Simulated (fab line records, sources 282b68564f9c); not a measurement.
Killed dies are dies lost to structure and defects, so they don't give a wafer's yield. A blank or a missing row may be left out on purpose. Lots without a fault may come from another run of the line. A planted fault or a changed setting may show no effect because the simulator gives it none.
Which tool did it? | flow rit_cmos | 14 lots, 42 wafers sampled, at 2 steps of a route of 202

WHAT THE GAUGES READ, wafer by wafer
The record holds no reading of a measuring or inspecting step that can be judged against a usual standard deviation.

WHICH TOOL RAN EACH LOT (tool, then ch and the chambers of the sampled wafers, then the start)
lot  | RIT_PWELL_IMPLANT_08           | RIT_M1_PROBE_99
L768 | implanter-01 ch 0, day 2 08:32 | -
L769 | implanter-01 ch 0, day 2 14:25 | -
L770 | implanter-04 ch 0, day 2 20:32 | -
L771 | implanter-04 ch 0, day 3 00:56 | -
L772 | implanter-02 ch 0, day 3 04:09 | -
L778 | implanter-04 ch 0, day 4 11:06 | -
L780 | implanter-01 ch 0, day 4 20:58 | prober-01, day 6 09:05
L781 | implanter-04 ch 0, day 5 03:44 | -
L782 | implanter-04 ch 0, day 5 07:47 | -
L784 | implanter-02 ch 0, day 5 17:37 | -
L785 | implanter-02 ch 0, day 5 22:58 | -
L787 | implanter-01 ch 0, day 6 07:16 | -
L788 | implanter-02 ch 0, day 6 13:09 | -
L789 | implanter-01 ch 0, day 6 18:34 | -
- RIT_PWELL_IMPLANT_08
- RIT_M1_PROBE_99

WHAT THE TOOLS THEMSELVES READ (means of the sampled wafers that have a number; where no wafer has one, the mark that the record gives instead)
RIT_PWELL_IMPLANT_08.
lot  | tool         | beam_energy_keV
L768 | implanter-01 | 169.97
L769 | implanter-01 | 169.96
L770 | implanter-04 | 169.95
L771 | implanter-04 | 170.10
L772 | implanter-02 | 169.99
L778 | implanter-04 | 169.99
L780 | implanter-01 | 169.94
L781 | implanter-04 | 176.68
L782 | implanter-04 | 176.65
L784 | implanter-02 | 170.02
L785 | implanter-02 | 170.00
L787 | implanter-01 | 170.03
L788 | implanter-02 | 170.03
L789 | implanter-01 | 169.97

RIT_M1_PROBE_99.
lot  | tool      | killed_at_contacts | killed_at_front_end | killed_dies | killed_open | killed_short
L780 | prober-01 | 0.0                | 6                   | 6.3         | 2.3         | 4.0

THE ANSWER, worked out from the rows above alone
Rule: what is usual is taken from the lots themselves. Put in order of their means at a reading, lots are off if they are a third of the lots or fewer, leave a main group of 4 or more, and stand apart from it by a gap of 3 or more times the standard deviation of the main group's means; of several such gaps the widest counts. A main group whose means are all the same, to the digits that the tables above print for the reading, isn't used. A lot without any number at a reading at which 4 lots or more have one is off too. The other lots that the step has rows for count as sound. The gauges are gone through in route order, then the tools' own readings, and for those a lot's mean is taken as printed above. The first step at which some lot is off is used, and at that step the reading that is off furthest; a lot without a number counts as furthest.
Off: L781, L782, at RIT_PWELL_IMPLANT_08 (beam_energy_keV). The main group: mean 170.00, standard deviation 0.043.
A tool fits if, at that step or a process step before it, it ran every lot that is off, and no sound lot after the first of them. One fits: implanter-04 at RIT_PWELL_IMPLANT_08. Its last sound lot is L778 (day 4 11:06), its first lot that is off L781 (day 5 03:44): a fault that began between those two fits.
The tool's own readings at RIT_PWELL_IMPLANT_08 bear it out: on the lots that are off they differ by more than 5 times the standard deviation of the sound lots' means. beam_energy_keV reads 176.67 there against 170.00 on the sound lots.

WHAT THE SIMULATOR HAD PUT IN
Process parameter drift: implanter-04, from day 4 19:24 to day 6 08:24, at RIT_PWELL_IMPLANT_08. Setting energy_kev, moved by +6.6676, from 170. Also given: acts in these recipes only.
Lots struck among those shown: L781, L782. The rule above found the same.
